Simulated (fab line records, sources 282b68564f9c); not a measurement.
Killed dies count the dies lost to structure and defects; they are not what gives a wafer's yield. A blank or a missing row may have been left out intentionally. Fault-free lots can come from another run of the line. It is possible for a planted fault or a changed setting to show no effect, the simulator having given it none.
Matching of chambers | flow ritCmos | 4 sister chambers for RIT_ACTIVE_ETCH_13 on rieDiel-01
The step etches Si3N4 in SF6, stops on SiO2, time 210 s, target depth 210 nm. 7 wafers are shown with their chamber, then 7 later ones without.

## WAFERS, EACH WITH ITS CHAMBER
wafer  | chamber | throttleValvePct (%) | oesProductAu (a.u.)
L848.3 | 2       | 7.32                 | 0.843
L851.1 | 3       | 7.40                 | 0.832
L856.3 | 1       | 7.56                 | 0.841
L856.4 | 0       | 7.61                 | 0.813
L856.6 | 1       | 7.56                 | 0.825
L864.1 | 0       | 7.62                 | 0.821
L864.4 | 3       | 7.39                 | 0.833

## WAFERS WITH NO CHAMBER GIVEN
wafer  | throttleValvePct (%) | oesProductAu (a.u.)
L864.6 | 7.41                 | 0.832
L865.1 | 7.55                 | 0.836
L865.2 | 7.33                 | 0.838
L865.5 | 7.58                 | 0.820
L866.2 | 7.37                 | 0.832
L866.5 | 7.60                 | 0.806
L866.6 | 7.39                 | 0.837

## CHAMBER TAKEN BY EACH
wafer  | from the rows above | in truth
L864.6 | 3                   | 3
L865.1 | 1                   | 1
L865.2 | 2                   | 2
L865.5 | 1                   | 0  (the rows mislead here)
L866.2 | 3                   | 3
L866.5 | 0                   | 0
L866.6 | 3                   | 3
6 of 7 placed correctly. Left unplaced by these rows: 0. Number placed wrongly: 1.
How it was worked out, from the rows above alone: a wafer's distance from a chamber is the root of the sum, over the readings, of the square of ((its reading less the chamber's mean) divided by the reading's scatter). The wafer belongs to the nearest chamber; if the next one is less than 2 further off, it can't be placed. Each chamber's mean is taken over the wafers shown for it. How the scatter is found: for the shown wafers, subtract from each reading the mean of its chamber, square and add these, divide the total by (wafers less chambers), then take the root.
